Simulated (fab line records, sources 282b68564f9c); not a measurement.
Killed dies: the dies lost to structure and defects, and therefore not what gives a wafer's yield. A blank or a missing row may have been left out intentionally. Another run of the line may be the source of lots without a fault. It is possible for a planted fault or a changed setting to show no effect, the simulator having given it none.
A struck lot beside a sound one | flow rit_cmos | 18 steps out of a route of 202
Sound: wafers L881.2, L881.4, L881.5. The struck wafers were L896.4, L896.5, L896.6. At the end, the cause is stated.
For every step that has rows: the tool of each side, followed by ch and its chambers, followed by its first start. Under that, the readings that differ: sound wafers | struck wafers | difference of the means | sigmas: that difference in standard deviations of wafers without a fault.
alike: a reading whose means differ by less than 2 such deviations, as well as words and numbers matching on both sides. not compared: withheld readings; readings where some wafer has no value; bounds like >300 that might hide an equal value; numbers whose values overlap and for which the record gives no deviation.
Wherever a step has rows on one side only, a row that says differs or no value, or a row with sigmas, the two part there. Numbers that have no deviation but don't overlap get no sigmas and don't part them. A reading that every wafer of one side lacks parts them only if that side has two wafers or more.

RIT_M1_SPUTTER_00: material Al, target thk 400 nm, time 500 s.
  struck on pvd_sputter-04, day 7 04:45; sound on pvd_sputter-04, day 4 05:29
  alike: throttle_valve_pct
RIT_M1_RS_MEAS_01: uses a four-point probe to measure.
  struck on film_metro-02, day 7 05:07; sound on film_metro-04, day 4 05:47
  alike: M1_AL_RS
RIT_M1_THK_MEAS_02: measures by xrf.
  struck on film_metro-02, day 7 05:12; sound on film_metro-04, day 4 05:54
  alike: M1_AL_THK
then, 6 steps without rows for these wafers: RIT_M1_HMDS_03 (prime time 60 s); RIT_M1_COAT_04 (resist thk 1300 nm); RIT_M1_SOFTBAKE_05 (time 60 s); RIT_M1_EXPOSE_06 (exposes mask M12, target cd 2600 nm); RIT_M1_PEB_07; RIT_M1_DEVELOP_08 (develop time 65.48 s).
RIT_M1_CD_MEAS_09: the cd target is 2600 nm.
  struck on cd_sem-02, day 7 06:25; sound on cd_sem-01, day 4 06:53
  alike: cd_nm
RIT_M1_OVL_MEAS_10:
  struck on overlay-02, day 7 06:29; sound on overlay-02, day 4 07:01
  alike: M1_OVL
then, 1 step without rows for these wafers: RIT_M1_HARDBAKE_11 (time 120 s).
RIT_M1_METAL_ETCH_12: etches Al in Cl2/BCl3, stops on SiO2, time 165 s, target depth 600 nm.
  sound on rie_metal-03 ch 0,1, day 4 07:21; struck on rie_metal-02 ch 0,1, day 7 06:49
  no value came back on the struck wafers for any of 5 readings (bcl3_flow_sccm (sccm), chamber_pressure_mTorr (mTorr) and others); on the sound wafers bcl3_flow_sccm (sccm) reads 49.60 50.03 49.88
  reading                                  | sound             | struck          | difference | sigmas
  model.NOVOLAK_of_M1_COAT_04.thk_nm (nm)  | 813 796.4 814.6   | 1138 1139 1139  | +331       |
  model.SiO2_of_CONTACT_CVD_00.thk_nm (nm) | 358.5 360.8 360.2 | 398.1 393 396.6 | +36.1      |
  not compared: rf_hours_counter_h
then, 1 step without rows for these wafers: RIT_M1_STRIP_13 (strips in nmp, time 600 s).
RIT_M1_STRIP_14: strips in O2, time 180 s.
  sound on plasma_asher-02 ch 0,1, day 4 07:42; struck on plasma_asher-02 ch 0,1, day 7 07:09
  alike: drypump_motor_current_A, rf_refl_power_W
  not compared: rf_hours_counter_h
RIT_M1_CD_MEAS_90: the cd target is 2600 nm.
  struck on cd_sem-02, day 7 07:19; sound on cd_sem-02, day 4 07:54
  reading    | sound          | struck | difference                    | sigmas
  cd_nm (nm) | 2600 2600 2601 | - - -  | no value on the struck wafers |
then, 1 step without rows for these wafers: RIT_M1_ANNEAL_15 (time 1800 s).
RIT_M1_PROBE_99:
  struck on prober-01, day 7 09:09; sound on prober-02, day 4 09:40
  reading                  | sound          | struck         | difference | sigmas
  defect_limited_yield (%) | 98.1 95.8 98.1 | 0 0 0          | -97        | -81
  killed_at_M0_to_M3       | 0 0 0          | 253 258 257    | +256       | +99 or more
  killed_dies              | 5 11 5         | 264 264 264    | +257       | +83
  killed_on_rim            | 2 4 0          | 70 70 70       | +68        | +49
  sort_bin_5_function (%)  | 1.1 1.5 1.1    | 97.3 99.2 98.1 | +97.0      | +99 or more
  sort_n_pass              | 259 253 259    | 0 0 0          | -257       | -83
  sort_yield_pct (%)       | 98.1 95.8 98.1 | 0 0 0          | -97        | -81
  alike: killed_at_front_end, killed_open, killed_short, sort_bin_3_pad_short, sort_bin_6_memory

== WHERE THEY PART ==
First at RIT_M1_METAL_ETCH_12; last, within this record, at RIT_M1_PROBE_99.

WHY: whatever the simulator had introduced
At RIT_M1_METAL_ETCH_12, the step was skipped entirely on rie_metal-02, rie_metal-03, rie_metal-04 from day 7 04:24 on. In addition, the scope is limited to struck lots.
